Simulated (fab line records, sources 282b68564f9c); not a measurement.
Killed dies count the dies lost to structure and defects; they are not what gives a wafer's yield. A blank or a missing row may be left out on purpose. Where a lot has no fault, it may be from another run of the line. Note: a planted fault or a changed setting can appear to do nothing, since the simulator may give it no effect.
What tool caused it?	flow ritCmos	42 wafers from 14 lots sampled at 2 of the route's 202 steps

WHAT EACH GAUGE READ, for each wafer
The record holds no reading of a measuring or inspecting step that can be judged against a usual standard deviation.

WHICH TOOL RAN EACH LOT (tool, then ch and the chambers of the sampled wafers, then the start)
lot	RIT_NRETRO_SOFTBAKE_02	RIT_M1_PROBE_99
L810	lithoTrack-03 ch 0, day 2 05:13	-
L811	lithoTrack-03 ch 0, day 2 11:43	-
L812	lithoTrack-04 ch 0, day 2 21:13	-
L813	lithoTrack-01 ch 0, day 3 02:19	-
L814	lithoTrack-04 ch 0, day 3 09:11	-
L815	lithoTrack-04 ch 0, day 3 14:14	-
L816	lithoTrack-01 ch 0, day 3 17:04	-
L819	lithoTrack-03 ch 0, day 4 06:38	prober-01, day 5 14:32
L824	lithoTrack-01 ch 0, day 5 04:32	prober-01, day 6 12:59
L826	lithoTrack-01 ch 0, day 5 17:00	prober-01, day 6 22:32
L828	lithoTrack-04 ch 0, day 6 03:14	-
L829	lithoTrack-03 ch 0, day 6 07:41	prober-01, day 7 12:29
L831	lithoTrack-03 ch 0, day 6 17:20	-
L832	lithoTrack-03 ch 0, day 6 20:35	prober-02, day 8 13:33
- RIT_NRETRO_SOFTBAKE_02: time 60 s.
- RIT_M1_PROBE_99

WHAT THE TOOLS THEMSELVES READ (means of the sampled wafers that have a number; where no wafer has one, the mark that the record gives instead)
RIT_NRETRO_SOFTBAKE_02. Usual: heaterPowerTotalW 34.56 W, standard deviation 0.054; plateTempC 90.00 C, standard deviation 0.13.
lot	tool	heaterPowerTotalW (W)	plateTempC (C)	flag
L810	lithoTrack-03	34.59	90.01	
L811	lithoTrack-03	34.55	90.06	
L812	lithoTrack-04	34.55	90.20	
L813	lithoTrack-01	34.60	90.11	
L814	lithoTrack-04	34.60	90.13	
L815	lithoTrack-04	34.55	89.89	
L816	lithoTrack-01	34.50	90.13	
L819	lithoTrack-03	34.55	89.92	
L824	lithoTrack-01	35.32	91.38	OFF
L826	lithoTrack-01	35.27	91.37	OFF
L828	lithoTrack-04	34.53	89.92	
L829	lithoTrack-03	34.52	90.06	
L831	lithoTrack-03	34.54	89.87	
L832	lithoTrack-03	34.62	89.80	

RIT_M1_PROBE_99. Usual: killed_at_M0_to_M3 0.0, standard deviation 0.083; killedAtContacts 0.1, standard deviation 0.23; killedAtFrontEnd 6.2, standard deviation 2.8; killedDies 6.3, standard deviation 2.7; killedOpen 3.1, standard deviation 2; killedShort 3.2, standard deviation 1.8.
lot	tool	killed_at_M0_to_M3	killedAtContacts	killedAtFrontEnd	killedDies	killedOpen	killedShort	flag
L819	prober-01	0.0	0.0	8.0	8.0	5.3	2.7	
L824	prober-01	0.0	0.0	8.3	8.3	4.7	3.7	
L826	prober-01	0.0	0.3	10.0	10.3	5.3	5.0	
L829	prober-01	0.0	0.0	8.7	8.7	4.7	4.0	
L832	prober-02	0.0	0.0	5.7	5.7	3.3	2.3	

THE ANSWER, worked out from the rows above alone
Rule: lot off if the mean of its wafers having a number is beyond 3 standard deviations from the usual mean. Also off: a lot with no number at a reading for which 4 or more lots have one. All remaining lots with rows at the step are treated as sound. Order of review: gauges by route order, followed by the tools' own readings, for which a lot's mean as printed above is used. At the first step where some lot is off, the reading lying furthest off is the one used; lots without a number count as furthest.
Off: L824, L826 (RIT_NRETRO_SOFTBAKE_02, heaterPowerTotalW).
A tool fits if, at that step or a process step before it, it ran every lot that is off, and no sound lot after the first of them. One fits: RIT_NRETRO_SOFTBAKE_02 on lithoTrack-01. A fault onset in the window from L816 (day 3 17:04, its last sound lot) to L824 (day 5 04:32, its first lot off) fits.
The tool's own readings at RIT_NRETRO_SOFTBAKE_02 bear it out: on the lots that are off they differ by more than 5 times the standard deviation of the sound lots' means. heaterPowerTotalW reads 35.30 W there against 34.56 W on the sound lots; plateTempC reads 91.38 C there against 90.01 C on the sound lots.

WHAT HAD BEEN PUT IN BY THE SIMULATOR
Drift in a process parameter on lithoTrack-01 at RIT_NRETRO_SOFTBAKE_02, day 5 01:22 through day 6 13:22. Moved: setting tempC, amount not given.
Struck lots among those shown: L824, L826. Same finding as the rule above.
